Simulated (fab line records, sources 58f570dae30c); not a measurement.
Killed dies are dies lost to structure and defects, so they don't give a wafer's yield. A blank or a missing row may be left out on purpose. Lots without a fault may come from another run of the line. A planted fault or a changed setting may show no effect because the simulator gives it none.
Which tool did it? | flow berkeley_cmos170 | 6 lots, 18 wafers sampled, at 2 steps of a route of 331

WHAT THE GAUGES READ, wafer by wafer
UCB170_GATE_CD_MEAS_12: target cd 350 nm.
lot  | measured     | on        | cd_nm (nm)
L773 | day 6 20:52  | cd_sem-01 | 350.5 350.5 350.1
L777 | day 7 21:53  | cd_sem-02 | 350.9 351.9 351.7
L779 | day 8 07:17  | cd_sem-01 | 351.6 350.4 349.6
L787 | day 10 12:32 | cd_sem-01 | 349.8 351.8 350.0
L793 | day 11 13:31 | cd_sem-02 | 350.1 350.7 349.7
L795 | day 12 03:00 | cd_sem-02 | 348.9 349.3 349.2

WHICH TOOL RAN EACH LOT (tool, then ch and the chambers of the sampled wafers, then the start)
lot  | UCB170_GATE_EXPOSE_09
L773 | krf_scanner-02 ch 0, day 6 20:23
L777 | krf_scanner-02 ch 0, day 7 21:29
L779 | krf_scanner-02 ch 0, day 8 06:28
L787 | krf_scanner-01 ch 0, day 10 12:09
L793 | krf_scanner-01 ch 0, day 11 12:31
L795 | krf_scanner-02 ch 0, day 12 02:20
- UCB170_GATE_EXPOSE_09: exposes mask POLY, target cd 350 nm.

THE ANSWER, worked out from the rows above alone
Rule: what is usual is taken from the lots themselves. Put in order of their means at a reading, lots are off if they are a third of the lots or fewer, leave a main group of 4 or more, and stand apart from it by a gap of 3 or more times the standard deviation of the main group's means; of several such gaps the widest counts. A main group whose means are all the same, to the digits that the tables above print for the reading, isn't used. A lot without any number at a reading at which 4 lots or more have one is off too. The other lots that the step has rows for count as sound.
No lot is off at any reading shown: from this, nothing can be told.

WHAT THE SIMULATOR HAD PUT IN
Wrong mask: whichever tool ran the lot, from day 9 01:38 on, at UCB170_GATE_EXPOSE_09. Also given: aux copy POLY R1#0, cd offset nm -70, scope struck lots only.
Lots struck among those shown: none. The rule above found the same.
